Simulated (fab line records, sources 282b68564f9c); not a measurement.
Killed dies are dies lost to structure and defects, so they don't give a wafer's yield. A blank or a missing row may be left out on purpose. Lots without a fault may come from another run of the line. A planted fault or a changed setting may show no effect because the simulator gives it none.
A struck lot beside a sound one | flow rit_cmos | 44 steps out of a route of 202
Sound: wafers L342.2, L342.3, L342.5. Struck: wafers L345.1, L345.2, L345.6. The cause comes at the end.
At each step with rows: each side's tool, then ch and its chambers, then its first start. Under that, the readings that differ: sound wafers | struck wafers | difference of the means | sigmas: that difference in standard deviations of wafers without a fault.
alike: readings whose means differ by less than 2 such deviations, and words and numbers that are the same on both sides. not compared: withheld readings, readings that some wafer has no value for, bounds like >300 that may hide the same value, and numbers for which the record gives no deviation and whose values overlap.
The two part at a step that has a row with sigmas, a row that says differs or no value, or rows on one side only. Numbers that don't overlap but have no deviation are shown without sigmas and don't part them. A reading that every wafer of one side lacks parts them only if that side has two wafers or more.

first, 1 step without rows for these wafers: RIT_PRETRO_IMPLANT_08.
RIT_PRETRO_STRIP_09: strips in O2, time 180 s.
  sound on plasma_asher-04 ch 0, day 4 13:24; struck on plasma_asher-04 ch 0,1, day 5 01:50
  alike: drypump_motor_current_A, rf_refl_power_W
  not compared: rf_hours_counter_h
RIT_PRETRO_TW_MEAS_10:
  sound on film_metro-02, day 4 13:35; struck on film_metro-04, day 5 02:01
  alike: PRETRO_TW
then, 5 steps without rows for these wafers: RIT_GATE_WET_ETCH_00 (etches SiO2 in BOE, target depth 56 nm, time 60 s); RIT_GATE_CLEAN_01 (cleans in SC1, time 581.4 s); RIT_GATE_CLEAN_02 (cleans in dHF, time 30 s); RIT_GATE_CLEAN_03 (cleans in SC2, time 600 s); RIT_GATE_CLEAN_04 (cleans in dHF, time 60 s).
RIT_FOX2_THK_MEAS_91:
  sound on film_metro-02, day 4 14:04; struck on film_metro-04, day 5 02:29
  alike: FIELD_OXIDE_LEFT_2_THK
then, 2 steps without rows for these wafers: RIT_GATE_OXIDATION_05 (target thk 3 nm, ox time 270 s); RIT_GATE_ANNEAL_06 (time 600 s).
RIT_GATE_THK_MEAS_07:
  sound on film_metro-02, day 4 15:45; struck on film_metro-04, day 5 03:52
  alike: GATE_OXIDE_THK
RIT_GATE_CVD_08: deposits poly-Si from SiH4, target thk 250 nm, time 2220 s.
  sound on lpcvd-02 ch 0, day 4 15:48; struck on lpcvd-01 ch 0, day 5 03:56
  reading                                  | sound             | struck          | difference | sigmas
  model.poly-Si_of_GATE_CVD_08.thk_nm (nm) | 254.1 252.6 255.4 | 265.6 267.2 264 | +11.6      |
  alike: spike_tc_centre_C
RIT_GATE_THK_MEAS_09:
  sound on film_metro-04, day 4 17:26; struck on film_metro-01, day 5 05:33
  reading            | sound             | struck            | difference | sigmas
  GATE_POLY_THK (nm) | 254.2 252.6 255.5 | 265.4 267.0 264.1 | +11.4      | +4
then, 6 steps without rows for these wafers: RIT_GATE_HMDS_10 (prime time 60 s); RIT_GATE_COAT_11 (resist thk 850 nm); RIT_GATE_SOFTBAKE_12 (time 60 s); RIT_GATE_EXPOSE_13 (exposes mask M6, target cd 150 nm); RIT_GATE_PEB_14; RIT_GATE_DEVELOP_15 (develop time 50 s).
RIT_GATE_CD_MEAS_16: target cd 150 nm.
  sound on cd_sem-01, day 4 18:38; struck on cd_sem-01, day 5 06:40
  alike: cd_nm
RIT_GATE_OVL_MEAS_17:
  sound on overlay-01, day 4 18:45; struck on overlay-01, day 5 06:47
  alike: GATE_OVL
then, 1 step without rows for these wafers: RIT_GATE_HARDBAKE_18 (time 60 s).
RIT_GATE_ETCH_19: etches poly-Si in SF6/CHF3/O2, stops on SiO2, time 165 s, target depth 312.5 nm.
  sound on rie_si-01 ch 0,2, day 4 18:57; struck on rie_si-02 ch 1,2,3, day 5 07:04
  reading                          | sound             | struck          | difference | sigmas
  model.etch.depth_nm (nm)         | 254.1 252.6 255.4 | 265.6 267.2 264 | +11.6      |
  model.GATE.feature_depth_nm (nm) | 254.1 252.6 255.4 | 265.6 267.2 264 | +11.6      |
  alike: drypump_motor_current_A, he_backside_leak_sccm, oes_product_au, throttle_valve_pct
  not compared: rf_hours_counter_h
RIT_GATE_STRIP_20: strips in O2, time 180 s.
  sound on plasma_asher-03 ch 0,1, day 4 19:04; struck on plasma_asher-03 ch 0,1, day 5 07:11
  alike: drypump_motor_current_A, rf_refl_power_W
  not compared: rf_hours_counter_h
RIT_GATE_CD_MEAS_90: target cd 150 nm.
  sound on cd_sem-01, day 4 19:15; struck on cd_sem-01, day 5 07:21
  alike: cd_nm
then, 4 steps without rows for these wafers: RIT_REOX_CLEAN_00 (cleans in SC1, time 600 s); RIT_REOX_CLEAN_01 (cleans in dHF, time 30 s); RIT_REOX_CLEAN_02 (cleans in SC2, time 600 s); RIT_REOX_OXIDATION_03 (target thk 25.2 nm, ox time 5800 s).
RIT_REOX_THK_MEAS_04:
  sound on film_metro-03, day 4 23:01; struck on film_metro-03, day 5 10:57
  reading             | sound          | struck         | difference | sigmas
  REOX_OXIDE_THK (nm) | 26.6 26.9 26.6 | 25.8 25.7 25.7 | -1.0       | -2
then, 6 steps without rows for these wafers: RIT_NLDD_HMDS_00 (prime time 60 s); RIT_NLDD_COAT_01 (resist thk 1000 nm); RIT_NLDD_SOFTBAKE_02 (time 60 s); RIT_NLDD_EXPOSE_03 (exposes mask M7, target cd 40700 nm); RIT_NLDD_PEB_04; RIT_NLDD_DEVELOP_05 (develop time 50 s).
RIT_NLDD_OVL_MEAS_06:
  sound on overlay-01, day 4 23:56; struck on overlay-02, day 5 12:10
  alike: NLDD_OVL
then, 2 steps without rows for these wafers: RIT_NLDD_HARDBAKE_07 (time 60 s); RIT_NLDD_IMPLANT_08.
RIT_NLDD_STRIP_09: strips in O2, time 180 s.
  sound on plasma_asher-03 ch 0,1, day 5 00:16; struck on plasma_asher-03 ch 0,1, day 5 12:30
  alike: drypump_motor_current_A, rf_refl_power_W
  not compared: rf_hours_counter_h
RIT_NLDD_TW_MEAS_10:
  sound on film_metro-03, day 5 00:27; struck on film_metro-02, day 5 12:40
  alike: NLDD_TW
RIT_SDANNEAL_CLEAN_02: cleans in SC2, time 600 s.
  sound on wet_bench-03 ch 1, day 5 09:37; struck on wet_bench-01 ch 3, day 5 19:50
  reading                                  | sound             | struck            | difference | sigmas
  bath_guard_temp_C (C)                    | 74.4 74.1 74.1    | 75.7 75.6 75.5    | +1.4       | +3
  model.poly-Si_of_GATE_CVD_08.thk_nm (nm) | 167.2 166.3 168.2 | 177.9 179.9 176.9 | +11.0      |
RIT_M1_PROBE_99:
  the record has rows for the sound wafers here (prober-02, day 5 17:33) and none for the struck ones

WHERE THEY PART
First at RIT_GATE_THK_MEAS_09; last, within this record, at RIT_M1_PROBE_99.

WHY: what the simulator had put in
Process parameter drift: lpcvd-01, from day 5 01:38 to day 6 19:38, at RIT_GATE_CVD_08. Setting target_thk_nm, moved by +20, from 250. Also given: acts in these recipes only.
